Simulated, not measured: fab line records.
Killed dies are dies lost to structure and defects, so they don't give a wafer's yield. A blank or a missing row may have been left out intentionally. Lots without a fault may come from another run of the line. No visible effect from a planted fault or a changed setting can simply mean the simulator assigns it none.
fab line records    flow rit-cmos
[record] lots = 5  wafers = 23
route steps=202 shown ACTIVE@9 FOX2@23 NWELL@36 NRETRO@54 PRETRO@65 GATE@84 NLDD@111 SPACER@130 PSD@143
start-h: hours from the record's first day to the start of the lot's first wafer shown    wait-h: hours since the lot's step before    " as in the row above    L1.1+2: a single row standing in for several wafers    - value missing, or start not given    * or withheld: withheld    < > ~ a bound
route shown NAME@n: NAME is a module with steps in the file, n the number in the route of the first one    usual: mean/standard deviation of fault-free wafers    same: alike in all rows    chamber/n: place in a boat    sites: each site's reading    _std_site: standard deviation across them    _edge_site: outer sites' mean less inner sites'    radius-mm: for every site, how far away it sits from the centre of the wafer    mask NAME#n: copy n    behind: the most recent tool/chamber to have shaped the wafer    hold: the reason the lot was held/the length of the hold in hours/how it ended    device: transistor that didn't switch, given as n, p or np    end of line: tests of these same wafers at the route's end    step lacking rows: just its recipe    killed: dies lost to structure and defects at the first sort, not the wafer's yield    map: dies across one wafer; x = killed, . = not, _ = none there
set.NAME: the run value of the setting; set.NAME@STEP: its run value at that earlier step    model.NAME: the simulator's own value behind a step, which no gauge read
lots with deliberately changed settings; one table per step, one row per wafer
[[steps]]
[step RIT_ACTIVE_EXPOSE_08]
[recipe] mask-id = M1  na = 0.6  source-shape = conventional  sigma-outer = 0.6  target-cd-nm = 1400  dose-mj = 225
lot.wafer       tool              chamber  start-h  wait-h  mask  set.dose-mj
L076.1+4+6      iline-stepper-02  0        26.65    0.2     M1#0  238
L076.3+5        "                 0        "        "       M1#0  225
L077.1+2+3+5+6  iline-stepper-02  0        29.56    0.2     M1#0  225
L078.1+2+3      iline-stepper-01  0        34.92    0.2     M1#0  225
L082.2+6        iline-stepper-01  0        54.18    0.2     M1#0  208.3
L082.3+4+5      "                 0        "        "       M1#0  225
L084.1+3+4+5+6  iline-stepper-01  0        65.04    0.2     M1#0  225
[step RIT_ACTIVE_PEB_09]
[recipe] resist = NOVOLAK  temp-c = withheld  time-s = withheld
[step RIT_ACTIVE_DEVELOP_10]
[recipe] resist = NOVOLAK  develop-time-s = 50  dev-temp-c = 23
[step RIT_ACTIVE_CD_MEAS_11]
[recipe] target-cd-nm = 1400
[usual] cd-nm = 1400.0/2.9
lot.wafer  tool       chamber  start-h  wait-h  set.dose-mj@ACTIVE_EXPOSE_08  cd-nm
L076.1     cd-sem-01  -        27.06    -       238                           1387.7
L076.3     "          -        "        "       225                           1402.7
L076.4     "          -        "        "       238                           1386.0
L076.5     "          -        "        "       225                           1404.7
L076.6     "          -        "        "       238                           1386.5
L077.1     cd-sem-01  -        30.29    -       225                           1396.7
L077.2     "          -        "        "       225                           1399.1
L077.3     "          -        "        "       225                           1397.6
L077.5     "          -        "        "       225                           1399.2
L077.6     "          -        "        "       225                           1398.3
L078.1     cd-sem-02  -        35.32    -       225                           1400.8
L078.2     "          -        "        "       225                           1403.3
L078.3     "          -        "        "       225                           1402.3
L082.2     cd-sem-01  -        54.58    -       208.3                         1421.2
L082.3     "          -        "        "       225                           1400.7
L082.4     "          -        "        "       225                           1400.2
L082.5     "          -        "        "       225                           1401.5
L082.6     "          -        "        "       208.3                         1422.1
L084.1     cd-sem-02  -        65.55    -       225                           1402.1
L084.3     "          -        "        "       225                           1405.1
L084.4     "          -        "        "       225                           1402.9
L084.5     "          -        "        "       225                           1403.2
L084.6     "          -        "        "       225                           1406.4
[step RIT_ACTIVE_HARDBAKE_12]
[recipe] resist = NOVOLAK  temp-c = 140  time-s = 60
[step RIT_ACTIVE_ETCH_13]
[recipe] stop-on = SiO2  chemistry = SF6  target = Si3N4  time-s = 210  over-etch-frac = 0.4  SF6_flow_sccm = 200  pressure-mtorr = 260  rf-w = 125  target-depth-a = 2100
lot.wafer  tool         chamber  start-h  wait-h  set.dose-mj@ACTIVE_EXPOSE_08  model.ACTIVE.cd-nm
L076.1     rie-diel-01  3        27.43    0.1     238                           1388
L076.3     "            0        "        "       225                           1403
L076.4     "            2        "        "       238                           1386
L076.5     "            0        "        "       225                           1404
L076.6     "            3        "        "       238                           1387
L077.1     rie-diel-03  3        30.56    0.1     225                           1397
L077.2+5   "            0,1      "        "       225                           1399
L077.3+6   "            2        "        "       225                           1398
L078.1     rie-diel-02  2        35.59    0.1     225                           1401
L078.2     "            3        "        "       225                           1403
L078.3     "            1        "        "       225                           1402
L082.2     rie-diel-03  3        54.83    0.1     208.3                         1421
L082.3+5   "            1,3      "        "       225                           1401
L082.4     "            0        "        "       225                           1400
L082.6     "            0        "        "       208.3                         1422
L084.1     rie-diel-02  2        65.82    0.1     225                           1402
L084.3     "            3        "        "       225                           1405
L084.4+5   "            3,2      "        "       225                           1403
L084.6     "            0        "        "       225                           1406
[step RIT_ACTIVE_STRIP_14]
[recipe] chemistry = O2  time-s = 180  resist = NOVOLAK  platen-temp-c = withheld  power-w = 500  pressure-mtorr = 4000  o2-flow-sccm = 4000
[step RIT_ACTIVE_CD_MEAS_90]
[recipe] target-cd-nm = 1400
[usual] cd-nm = 1400.0/2.9
lot.wafer  tool       chamber  start-h  wait-h  set.dose-mj@ACTIVE_EXPOSE_08  cd-nm
L076.1     cd-sem-02  -        27.73    0.1     238                           1387.9
L076.3     "          -        "        "       225                           1402.5
L076.4     "          -        "        "       238                           1386.0
L076.5     "          -        "        "       225                           1404.5
L076.6     "          -        "        "       238                           1386.7
L077.1     cd-sem-01  -        30.86    0.1     225                           1396.4
L077.2     "          -        "        "       225                           1398.9
L077.3     "          -        "        "       225                           1397.8
L077.5     "          -        "        "       225                           1399.5
L077.6     "          -        "        "       225                           1398.0
L078.1     cd-sem-01  -        35.90    0.1     225                           1400.8
L078.2     "          -        "        "       225                           1402.9
L078.3     "          -        "        "       225                           1402.1
L082.2     cd-sem-02  -        55.16    0.1     208.3                         1421.0
L082.3     "          -        "        "       225                           1400.8
L082.4     "          -        "        "       225                           1400.2
L082.5     "          -        "        "       225                           1401.7
L082.6     "          -        "        "       208.3                         1421.8
L084.1     cd-sem-02  -        66.13    0.1     225                           1402.3
L084.3     "          -        "        "       225                           1405.6
L084.4     "          -        "        "       225                           1403.0
L084.5     "          -        "        "       225                           1403.1
L084.6     "          -        "        "       225                           1406.3
[step RIT_FOX2_OXIDATION_00]
[recipe] temp-c = 1100  ambient = H2O  target-thk-a = 3507  p-h2o-torr = 720  ox-time-s = 1130
lot.wafer  tool        chamber  start-h  wait-h  set.ox-time-s  model.SiO2_of_FOX2_OXIDATION_00.thk-nm
L076.1     -           -        -        0.0     1286           388.8
L076.3     "           -        "        "       1286           385.8
L076.4     "           -        "        "       1286           389.7
L076.5     "           -        "        "       1286           388.5
L076.6     "           -        "        "       1286           385.3
L077.1     -           -        -        0.0     1130           355.5
L077.2     "           -        "        "       1130           358.8
L077.3     "           -        "        "       1130           360
L077.5     "           -        "        "       1130           359.2
L077.6     "           -        "        "       1130           357.6
L078.1     furnace-04  0        38.90    0.1     1130           361.2
L078.2     "           0        "        "       1130           365
L078.3     "           0        "        "       1130           361.3
L082.2     -           -        -        0.0     1283           377.5
L082.3     "           -        "        "       1283           378.8
L082.4     "           -        "        "       1283           381
L082.5     "           -        "        "       1283           378
L082.6     "           -        "        "       1283           379.7
L084.1     -           -        -        0.6     1130           348.9
L084.3     "           -        "        "       1130           341.3
L084.4     "           -        "        "       1130           345
L084.5     "           -        "        "       1130           353.8
L084.6     "           -        "        "       1130           353.4
[step RIT_NWELL_IMPLANT_08]
[recipe] species = P  energy-kev = 170  dose-cm2 = 5e+13  tilt-deg = 7
lot.wafer   tool          chamber  start-h  wait-h  set.energy-kev  model.implant.rp-nm  model.implant.drp-nm
L076.1+5+6  implanter-04  0        33.27    0.2     177             219.3                70.94
L076.3+4    "             0        "        "       170             210.4                68.82
L077.1+2+6  implanter-04  0        37.53    0.2     170             210.5                68.82
L077.3+5    "             0        "        "       166.9           206.6                67.9
L078.1+2+3  implanter-01  0        42.42    0.2     170             217.3                68.82
L082.2+5+6  implanter-01  0        61.72    0.2     174.7           216.9                70.25
L082.3+4    "             0        "        "       170             210.9                68.82
L084.1+4+5  implanter-01  0        72.40    0.2     170             213.6                68.82
L084.3+6    "             0        "        "       160.4           201.2                65.94
[step RIT_NRETRO_COAT_01]
[recipe] resist = NOVOLAK  spin-rpm = 2000  resist-thk-nm = 1300
lot.wafer  tool            chamber  start-h  wait-h  set.resist-thk-nm  model.NOVOLAK_of_NRETRO_COAT_01.thk-nm
L076.1     litho-track-02  0        42.70    0.1     1346               1349
L076.3     "               0        "        "       1346               1348
L076.4+6   "               0        "        "       1300               1303
L076.5     "               0        "        "       1346               1353
L077.1+2   litho-track-01  0        45.18    0.1     1300               1299
L077.3     "               0        "        "       1300               1298
L077.5     "               0        "        "       1361               1360
L077.6     "               0        "        "       1361               1362
L078.1     litho-track-04  0        50.27    0.1     1300               1301
L078.2     "               0        "        "       1300               1298
L078.3     "               0        "        "       1300               1302
L082.2     litho-track-02  0        69.16    0.1     1327               1323
L082.3     "               0        "        "       1327               1321
L082.4     "               0        "        "       1300               1300
L082.5     "               0        "        "       1300               1295
L082.6     "               0        "        "       1300               1301
L084.1     litho-track-04  0        80.91    0.1     1300               1299
L084.3     "               0        "        "       1300               1296
L084.4     "               0        "        "       1300               1298
L084.5+6   "               0        "        "       1332               1332
[step RIT_NRETRO_SOFTBAKE_02]
[recipe] resist = NOVOLAK  temp-c = 90  time-s = 60
[step RIT_NRETRO_EXPOSE_03]
[recipe] mask-id = M4  na = 0.57  target-cd-nm = 43900  dose-mj = 250
[step RIT_NRETRO_DEVELOP_05]
[recipe] resist = NOVOLAK  develop-time-s = 68  dev-temp-c = 23
[step RIT_NRETRO_HARDBAKE_07]
[recipe] resist = NOVOLAK  temp-c = 140  time-s = 120
lot.wafer  tool            chamber  start-h  wait-h  set.resist-thk-nm@NRETRO_COAT_01  model.NOVOLAK_of_NRETRO_COAT_01.thk-nm
L076.1+3   litho-track-04  0        43.60    0.0     1346                              1179
L076.4+6   "               0        "        "       1300                              1139
L076.5     "               0        "        "       1346                              1183
L077.1+2   litho-track-04  0        45.95    0.0     1300                              1136
L077.3     "               0        "        "       1300                              1135
L077.5     "               0        "        "       1361                              1188
L077.6     "               0        "        "       1361                              1190
L078.1+3   litho-track-04  0        51.03    0.0     1300                              1138
L078.2     "               0        "        "       1300                              1135
L082.2     litho-track-01  0        70.07    0.1     1327                              1157
L082.3     "               0        "        "       1327                              1155
L082.4     "               0        "        "       1300                              1137
L082.5     "               0        "        "       1300                              1133
L082.6     "               0        "        "       1300                              1138
L084.1     litho-track-01  0        81.84    0.0     1300                              1136
L084.3     "               0        "        "       1300                              1133
L084.4     "               0        "        "       1300                              1135
L084.5     "               0        "        "       1332                              1164
L084.6     "               0        "        "       1332                              1165
[step RIT_PRETRO_COAT_01]
[recipe] resist = NOVOLAK  spin-rpm = 2000  resist-thk-nm = 1300
lot.wafer  tool            chamber  start-h  wait-h  set.resist-thk-nm  model.NOVOLAK_of_PRETRO_COAT_01.thk-nm
L076.1+6   litho-track-03  0        44.38    0.1     1231               1236
L076.3     "               0        "        "       1300               1306
L076.4     "               0        "        "       1231               1231
L076.5     "               0        "        "       1300               1303
L077.1     litho-track-04  0        46.73    0.1     1374               1374
L077.2     "               0        "        "       1300               1302
L077.3     "               0        "        "       1300               1301
L077.5     "               0        "        "       1374               1373
L077.6     "               0        "        "       1374               1376
L078.1     litho-track-03  0        51.86    0.1     1300               1307
L078.2     "               0        "        "       1300               1302
L078.3     "               0        "        "       1300               1304
L082.2+4   litho-track-04  0        70.84    0.1     1300               1300
L082.3     "               0        "        "       1240               1242
L082.5     "               0        "        "       1240               1243
L082.6     "               0        "        "       1300               1302
L084.1     litho-track-04  0        82.63    0.1     1238               1243
L084.3     "               0        "        "       1300               1303
L084.4     "               0        "        "       1300               1305
L084.5     "               0        "        "       1300               1306
L084.6     "               0        "        "       1238               1244
[step RIT_PRETRO_SOFTBAKE_02]
[recipe] resist = NOVOLAK  temp-c = 90  time-s = 60
[step RIT_PRETRO_EXPOSE_03]
[recipe] mask-id = M5  na = 0.57  target-cd-nm = 43700  dose-mj = 250
[step RIT_PRETRO_DEVELOP_05]
[recipe] resist = NOVOLAK  develop-time-s = 68  dev-temp-c = 22.31
[step RIT_PRETRO_HARDBAKE_07]
[recipe] resist = NOVOLAK  temp-c = 140  time-s = 120
lot.wafer  tool            chamber  start-h  wait-h  set.resist-thk-nm@PRETRO_COAT_01  model.NOVOLAK_of_PRETRO_COAT_01.thk-nm
L076.1+6   litho-track-03  0        45.27    0.0     1231                              1081
L076.3     "               0        "        "       1300                              1142
L076.4     "               0        "        "       1231                              1077
L076.5     "               0        "        "       1300                              1139
L077.1     litho-track-01  0        47.63    0.0     1374                              1201
L077.2     "               0        "        "       1300                              1139
L077.3     "               0        "        "       1300                              1138
L077.5     "               0        "        "       1374                              1200
L077.6     "               0        "        "       1374                              1202
L078.1     litho-track-01  0        52.63    0.0     1300                              1143
L078.2     "               0        "        "       1300                              1139
L078.3     "               0        "        "       1300                              1140
L082.2+4   litho-track-03  0        71.62    0.1     1300                              1137
L082.3     "               0        "        "       1240                              1087
L082.5     "               0        "        "       1240                              1088
L082.6     "               0        "        "       1300                              1139
L084.1     litho-track-04  0        83.39    0.0     1238                              1088
L084.3     "               0        "        "       1300                              1139
L084.4     "               0        "        "       1300                              1141
L084.5     "               0        "        "       1300                              1142
L084.6     "               0        "        "       1238                              1089
[step RIT_PRETRO_IMPLANT_08]
[recipe] species = B  energy-kev = 45  dose-cm2 = 1.2e+13  tilt-deg = 7
lot.wafer   tool          chamber  start-h  wait-h  set.energy-kev  model.implant.rp-nm  model.implant.drp-nm
L076.1+4    implanter-03  0        45.52    0.2     46.15           150                  55.9
L076.3+5+6  "             0        "        "       45              146.5                55.07
L077.1+3+5  implanter-03  0        47.88    0.2     45              144.2                55.07
L077.2+6    "             0        "        "       42.59           136.9                53.29
L078.1+2+3  implanter-03  0        52.88    0.2     45              144.4                55.07
L082.2+6    implanter-03  0        71.85    0.2     45              144.9                55.07
L082.3+4+5  "             0        "        "       47.03           151.1                56.52
L084.1+3+5  implanter-04  0        83.64    0.2     46.33           155.3                56.03
L084.4+6    "             0        "        "       45              151.1                55.07
[step RIT_GATE_CVD_08]
[recipe] material = poly-Si  target-thk-nm = 250  temp-c = 610  precursor = SiH4  time-s = 2220  pressure-mtorr = 300  sih4-flow-sccm = 100
lot.wafer  tool      chamber  start-h  wait-h  set.pressure-mtorr  model.poly-Si_of_GATE_CVD_08.thk-nm
L076.1     -         -        -        0.1     336.7               265.8
L076.3     "         -        "        "       336.7               264.6
L076.4     "         -        "        "       336.7               266.6
L076.5     "         -        "        "       336.7               266.8
L076.6     "         -        "        "       336.7               265.1
L077.1     -         -        -        0.3     300                 246.4
L077.2     "         -        "        "       300                 247.9
L077.3+5   "         -        "        "       300                 246.5
L077.6     "         -        "        "       300                 246.7
L078.1     lpcvd-01  0        55.25    0.1     300                 248.7
L078.2     "         0        "        "       300                 249.6
L078.3     "         0        "        "       300                 248.6
L082.2     -         -        -        0.0     300                 250.1
L082.3     "         -        "        "       300                 247.5
L082.4     "         -        "        "       300                 248.7
L082.5     "         -        "        "       300                 248.5
L082.6     "         -        "        "       300                 246.8
L084.1     -         -        -        1.5     264.9               234.1
L084.3     "         -        "        "       264.9               237.5
L084.4+5   "         -        "        "       264.9               235.3
L084.6     "         -        "        "       264.9               234.2
[step RIT_GATE_THK_MEAS_09]
[recipe] reads = poly-Si_of_GATE_CVD_08
[usual] GATE_POLY_THK = 250.1/1.9
lot.wafer  tool           chamber  start-h  wait-h  set.pressure-mtorr@GATE_CVD_08  GATE_POLY_THK[nm]
L076.1     film-metro-04  -        -        -       336.7                           265.9
L076.3     "              -        "        "       336.7                           264.5
L076.4     "              -        "        "       336.7                           266.4
L076.5     "              -        "        "       336.7                           266.9
L076.6     "              -        "        "       336.7                           264.8
L077.1     film-metro-04  -        -        -       300                             246.4
L077.2     "              -        "        "       300                             247.9
L077.3     "              -        "        "       300                             246.6
L077.5     "              -        "        "       300                             246.5
L077.6     "              -        "        "       300                             247.1
L078.1     film-metro-03  -        56.87    0.0     300                             248.7
L078.2     "              -        "        "       300                             249.5
L078.3     "              -        "        "       300                             248.5
L082.2     film-metro-03  -        -        -       300                             250.3
L082.3     "              -        "        "       300                             247.7
L082.4     "              -        "        "       300                             248.9
L082.5     "              -        "        "       300                             248.5
L082.6     "              -        "        "       300                             246.7
L084.1     film-metro-01  -        -        -       264.9                           234.0
L084.3     "              -        "        "       264.9                           237.5
L084.4     "              -        "        "       264.9                           235.2
L084.5     "              -        "        "       264.9                           235.1
L084.6     "              -        "        "       264.9                           234.3
[step RIT_NLDD_IMPLANT_08]
[recipe] species = P  energy-kev = 20  dose-cm2 = 5e+14  tilt-deg = 7
lot.wafer   tool          chamber  start-h  wait-h  set.energy-kev  model.implant.rp-nm  model.implant.drp-nm
L076.1+6    implanter-01  0        56.04    0.1     21.17           28.65                13.42
L076.3+4+5  "             0        "        "       20              27.57                12.97
L077.1+2+6  implanter-02  0        60.77    0.1     19.35           26.26                12.71
L077.3+5    "             0        "        "       20              26.86                12.97
L078.1+2+3  implanter-02  0        63.44    0.1     20              27.43                12.97
L082.2+5    implanter-02  0        84.80    0.1     18.9            27.08                12.53
L082.3+4+6  "             0        "        "       20              28.13                12.97
L084.1+3+6  implanter-02  0        97.02    0.1     20.67           30.25                13.23
L084.4+5    "             0        "        "       20              29.58                12.97
[step RIT_NLDD_STRIP_09]
[recipe] chemistry = O2  time-s = 180  resist = NOVOLAK  platen-temp-c = withheld  power-w = 500  pressure-mtorr = 4000  o2-flow-sccm = 4000
[step RIT_NLDD_TW_MEAS_10]
[usual] NLDD_TW = 2478/14
lot.wafer  tool           chamber  start-h  wait-h  set.energy-kev@NLDD_IMPLANT_08  NLDD_TW
L076.1     film-metro-04  -        56.36    0.1     21.17                           2509
L076.3     "              -        "        "       20                              2470
L076.4     "              -        "        "       20                              2478
L076.5     "              -        "        "       20                              2475
L076.6     "              -        "        "       21.17                           2523
L077.1     film-metro-01  -        61.09    0.1     19.35                           2489
L077.2     "              -        "        "       19.35                           2466
L077.3     "              -        "        "       20                              2475
L077.5     "              -        "        "       20                              2498
L077.6     "              -        "        "       19.35                           2464
L078.1     film-metro-02  -        63.77    0.1     20                              2472
L078.2     "              -        "        "       20                              2466
L078.3     "              -        "        "       20                              2482
L082.2     film-metro-02  -        85.11    0.1     18.9                            2440
L082.3     "              -        "        "       20                              2498
L082.4     "              -        "        "       20                              2497
L082.5     "              -        "        "       18.9                            2459
L082.6     "              -        "        "       20                              2494
L084.1     film-metro-04  -        97.35    0.1     20.67                           2478
L084.3     "              -        "        "       20.67                           2485
L084.4     "              -        "        "       20                              2468
L084.5     "              -        "        "       20                              2454
L084.6     "              -        "        "       20.67                           2486
[step RIT_SPACER_ETCHBACK_05]
[recipe] target-depth-a = 2500  SF6_flow_sccm = 30  CHF3_flow_sccm = 30  target = Si3N4  chemistry = SF6/CHF3  pressure-mtorr = 40  rf-w = 250  time-s = 240  stop-on = SiO2
lot.wafer  tool         chamber  start-h  wait-h  set.time-s  model.poly-Si_of_GATE_CVD_08.thk-nm  model.Si3N4_of_SPACER_CVD_03.thk-nm
L076.1     rie-diel-03  0        60.65    0.1     240         184.6                                192.1
L076.3     "            2        "        "       272.8       175.8                                188.5
L076.4     "            1        "        "       240         185.3                                195
L076.5     "            3        "        "       272.8       176.9                                187.7
L076.6     "            2        "        "       272.8       176.1                                187.1
L077.1     rie-diel-01  3        64.94    0.1     240         162.9                                190
L077.2     "            0        "        "       253         161                                  188.9
L077.3     "            2        "        "       253         159.8                                188.6
L077.5     "            3        "        "       240         163                                  193.2
L077.6     "            2        "        "       240         164                                  193.3
L078.1     rie-diel-04  3        67.99    0.1     240         167                                  194.2
L078.2     "            1        "        "       240         167.5                                193.1
L078.3     "            2        "        "       240         166.9                                193.9
L082.2     rie-diel-04  2        88.97    0.0     240         168.1                                192.4
L082.3     "            0        "        "       240         164.8                                192.1
L082.4     "            3        "        "       217.7       172.4                                196
L082.5     "            1        "        "       240         166.2                                191.1
L082.6     "            2        "        "       217.7       171                                  197.5
L084.1     rie-diel-01  2        101.19   0.1     240         150.7                                193.8
L084.3     "            0        "        "       240         154                                  194.3
L084.4     "            1        "        "       240         153.4                                194.7
L084.5     "            0        "        "       240         152.2                                193.5
L084.6     "            3        "        "       240         151                                  193.6
[step RIT_PSD_COAT_01]
[recipe] resist = NOVOLAK  spin-rpm = 3250  resist-thk-nm = 1000
lot.wafer  tool            chamber  start-h  wait-h  set.spin-rpm  model.NOVOLAK_of_PSD_COAT_01.thk-nm
L076.1     litho-track-03  0        62.61    0.1     3250          1002
L076.3     "               0        "        "       3321          993
L076.4     "               0        "        "       3321          994
L076.5     "               0        "        "       3250          1006
L076.6     "               0        "        "       3250          1005
L077.1     litho-track-01  0        66.79    0.1     3106          1021
L077.2     "               0        "        "       3250          999.1
L077.3+6   "               0        "        "       3250          1000
L077.5     "               0        "        "       3106          1022
L078.1     litho-track-03  0        69.84    0.1     3250          1002
L078.2     "               0        "        "       3250          1001
L078.3     "               0        "        "       3250          999
L082.2+4   litho-track-03  0        90.84    0.1     3250          1004
L082.3     "               0        "        "       3470          970.7
L082.5     "               0        "        "       3250          1002
L082.6     "               0        "        "       3470          972.1
L084.1+3   litho-track-03  0        103.19   0.1     3250          1003
L084.4+5   "               0        "        "       3250          1001
L084.6     "               0        "        "       3250          1002
[step RIT_PSD_SOFTBAKE_02]
[recipe] resist = NOVOLAK  temp-c = 90  time-s = 60
[step RIT_PSD_EXPOSE_03]
[recipe] mask-id = M10  na = 0.57  target-cd-nm = 40900  dose-mj = 250
[step RIT_PSD_DEVELOP_05]
[recipe] resist = NOVOLAK  develop-time-s = 50  dev-temp-c = 23
[step RIT_PSD_HARDBAKE_07]
[recipe] resist = NOVOLAK  temp-c = 140  time-s = 60
lot.wafer  tool            chamber  start-h  wait-h  set.spin-rpm@PSD_COAT_01  model.NOVOLAK_of_PSD_COAT_01.thk-nm
L076.1     litho-track-02  0        63.35    0.0     3250                      885.6
L076.3     "               0        "        "       3321                      877.6
L076.4     "               0        "        "       3321                      878.5
L076.5     "               0        "        "       3250                      889
L076.6     "               0        "        "       3250                      888
L077.1     litho-track-02  0        67.65    0.0     3106                      902.1
L077.2     "               0        "        "       3250                      883
L077.3     "               0        "        "       3250                      884.1
L077.5     "               0        "        "       3106                      902.7
L077.6     "               0        "        "       3250                      884
L078.1     litho-track-01  0        70.58    0.0     3250                      885.6
L078.2     "               0        "        "       3250                      884.8
L078.3     "               0        "        "       3250                      882.9
L082.2     litho-track-03  0        91.71    0.0     3250                      887.4
L082.3     "               0        "        "       3470                      858.1
L082.4     "               0        "        "       3250                      887
L082.5     "               0        "        "       3250                      885.9
L082.6     "               0        "        "       3470                      859.3
L084.1     litho-track-03  0        103.93   0.0     3250                      886.7
L084.3     "               0        "        "       3250                      886.8
L084.4     "               0        "        "       3250                      884.7
L084.5     "               0        "        "       3250                      884.9
L084.6     "               0        "        "       3250                      885.2
[[key]]
[split] step = RIT_ACTIVE_EXPOSE_08  setting = dose-mj  stated = 225  by = wafer
[response] step = RIT_ACTIVE_CD_MEAS_11  reading = cd-nm  change = -2.86  per = 1%  r = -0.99
[response] step = RIT_ACTIVE_ETCH_13  reading = model.ACTIVE.cd-nm  change = -2.85  per = 1%  r = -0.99
[response] step = RIT_ACTIVE_CD_MEAS_90  reading = cd-nm  change = -2.81  per = 1%  r = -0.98
[split] step = RIT_FOX2_OXIDATION_00  setting = ox-time-s  stated = 1130  by = lot
[response] step = RIT_FOX2_OXIDATION_00  reading = model.SiO2_of_FOX2_OXIDATION_00.thk-nm  change = +2.04  per = 1%  r = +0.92
[split] step = RIT_NWELL_IMPLANT_08  setting = energy-kev  stated = 170  by = wafer
[response] step = RIT_NWELL_IMPLANT_08  reading = model.implant.rp-nm  change = +2.18  per = 1%  r = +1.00
[response] step = RIT_NWELL_IMPLANT_08  reading = model.implant.drp-nm  change = +0.512  per = 1%  r = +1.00
[split] step = RIT_NRETRO_COAT_01  setting = resist-thk-nm  stated = 1300  by = wafer
[response] step = RIT_NRETRO_COAT_01  reading = model.NOVOLAK_of_NRETRO_COAT_01.thk-nm  change = +13.2  per = 1%  r = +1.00
[response] step = RIT_NRETRO_HARDBAKE_07  reading = model.NOVOLAK_of_NRETRO_COAT_01.thk-nm  change = +11.4  per = 1%  r = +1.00
[split] step = RIT_PRETRO_COAT_01  setting = resist-thk-nm  stated = 1300  by = wafer
[response] step = RIT_PRETRO_COAT_01  reading = model.NOVOLAK_of_PRETRO_COAT_01.thk-nm  change = +12.9  per = 1%  r = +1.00
[response] step = RIT_PRETRO_HARDBAKE_07  reading = model.NOVOLAK_of_PRETRO_COAT_01.thk-nm  change = +11.1  per = 1%  r = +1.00
[split] step = RIT_PRETRO_IMPLANT_08  setting = energy-kev  stated = 45  by = wafer
[response] step = RIT_PRETRO_IMPLANT_08  reading = model.implant.rp-nm  change = +1.38  per = 1%  r = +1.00
[response] step = RIT_PRETRO_IMPLANT_08  reading = model.implant.drp-nm  change = +0.327  per = 1%  r = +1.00
[split] step = RIT_GATE_CVD_08  setting = pressure-mtorr  stated = 300  by = lot
[response] step = RIT_GATE_CVD_08  reading = model.poly-Si_of_GATE_CVD_08.thk-nm  change = +1.28  per = 1%  r = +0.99
[response] step = RIT_GATE_THK_MEAS_09  reading = GATE_POLY_THK  change = +1.28  per = 1%  r = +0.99
[split] step = RIT_NLDD_IMPLANT_08  setting = energy-kev  stated = 20  by = wafer
[response] step = RIT_NLDD_IMPLANT_08  reading = model.implant.rp-nm  change = +0.189  per = 1%  r = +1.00
[response] step = RIT_NLDD_IMPLANT_08  reading = model.implant.drp-nm  change = +0.0782  per = 1%  r = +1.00
[response] step = RIT_NLDD_TW_MEAS_10  reading = NLDD_TW  change = +7.16  per = 1%  r = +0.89
[split] step = RIT_SPACER_ETCHBACK_05  setting = time-s  stated = 240  by = wafer
[response] step = RIT_SPACER_ETCHBACK_05  reading = model.poly-Si_of_GATE_CVD_08.thk-nm  change = -0.609  per = 1%  r = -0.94
[response] step = RIT_SPACER_ETCHBACK_05  reading = model.Si3N4_of_SPACER_CVD_03.thk-nm  change = -0.475  per = 1%  r = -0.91
[split] step = RIT_PSD_COAT_01  setting = spin-rpm  stated = 3250  by = wafer
[response] step = RIT_PSD_COAT_01  reading = model.NOVOLAK_of_PSD_COAT_01.thk-nm  change = -4.78  per = 1%  r = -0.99
[response] step = RIT_PSD_HARDBAKE_07  reading = model.NOVOLAK_of_PSD_COAT_01.thk-nm  change = -4.18  per = 1%  r = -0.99
